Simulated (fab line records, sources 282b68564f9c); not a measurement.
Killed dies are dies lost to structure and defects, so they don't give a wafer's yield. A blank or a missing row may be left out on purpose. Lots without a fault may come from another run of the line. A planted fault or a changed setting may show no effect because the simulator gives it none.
One fault seen from 2 desks | flow rit_cmos | each desk has only its own numbers; what lay behind them comes last

THE METROLOGY DESK
What the gauges read, lot by lot, whatever tool the lot ran on: means of the sampled wafers that have a number. A lot is out of limits, marked OUT, if its mean lies more than 4 standard deviations from the usual mean; the brackets give that distance.
Columns: A = REOX_OXIDE_THK at RIT_REOX_THK_MEAS_04, usual 25.0 nm
lot  | first seen here | A
L714 | day 2 19:36     | 24.9
L715 | day 3 03:39     | 24.7
L716 | day 3 08:51     | 24.9
L717 | day 3 15:32     | 24.5
L721 | day 4 09:01     | 24.5
L722 | day 4 17:29     | 25.0
L723 | day 4 17:30     | 24.4
L725 | day 5 06:24     | 25.1
L726 | day 5 08:47     | 24.8
L727 | day 5 11:46     | 25.3
L728 | day 5 21:32     | 24.7
L729 | day 6 00:04     | 25.3
L733 | day 6 20:50     | 30.2 (+12) OUT
L734 | day 6 23:23     | 30.3 (+12) OUT
This desk's finding: out of limits on L733, L734; first on L733, day 6 20:50 (REOX_OXIDE_THK at RIT_REOX_THK_MEAS_04). In limits: L714, L715, L716, L717, L721, L722, L723, L725, L726, L727, L728, L729.

THE TOOL OWNER'S DESK: furnace-01
The tool's own readings at RIT_REOX_OXIDATION_03 (target thk 25.2 nm, ox time 5580 s): means of the sampled wafers that have a number, for each lot that ran on this tool. A lot is out of limits, marked OUT, if its mean lies more than 4 standard deviations from the usual mean; the brackets give that distance.
Columns: A = spike_tc_centre_C at RIT_REOX_OXIDATION_03, usual 902.3 C; B = spike_tc_load_C at RIT_REOX_OXIDATION_03, usual 923 C; C = spike_tc_source_C at RIT_REOX_OXIDATION_03, usual 923.5 C; D = tube_center_temp_C at RIT_REOX_OXIDATION_03, usual 900 C; E = tube_center_temp_C_max at RIT_REOX_OXIDATION_03, usual 902.3; F = zone_power_centre_pct at RIT_REOX_OXIDATION_03, usual 41.8 %
lot  | first seen here | A               | B              | C               | D                     | E               | F
L722 | day 4 14:56     | 901.4           | 920            | 923.6           | 900                   | 902.5           | 39.8
L723 | day 4 14:56     | 902.7           | 920            | 925.9           | 900                   | 902.0           | 40.1
L725 | day 5 03:50     | 901.9           | 920            | 924.7           | 900                   | 902.0           | 39.8
L727 | day 5 09:12     | 901.2           | 919            | 923.9           | 900                   | 902.3           | 40.0
L733 | day 6 18:17     | 921.5 (+20) OUT | 939 (+5.3) OUT | 944.1 (+16) OUT | 920 (+99 or more) OUT | 922.0 (+48) OUT | 41.2
L734 | day 6 20:50     | 922.3 (+21) OUT | 940 (+5.5) OUT | 944.6 (+16) OUT | 920 (+99 or more) OUT | 922.0 (+48) OUT | 41.0
This desk's finding: out of limits on L733, L734; first on L733, day 6 18:17 (spike_tc_centre_C at RIT_REOX_OXIDATION_03). In limits: L722, L723, L725, L727.

PUT TOGETHER
The tool owner's desk could have raised an alarm at day 6 18:17, on L733, L734.
The metrology desk could have raised an alarm at day 6 20:50, on L733, L734.
Of the lots named, all ran RIT_REOX_OXIDATION_03 on furnace-01.

WHAT THE SIMULATOR HAD PUT IN
Process parameter drift: furnace-01, from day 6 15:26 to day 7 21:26, at RIT_REOX_OXIDATION_03. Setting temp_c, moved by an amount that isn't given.
Lots struck among those shown: L733, L734.
Hours from the fault's start to each desk's first reading out of limits: the tool owner's desk, 3; the metrology desk, 5.
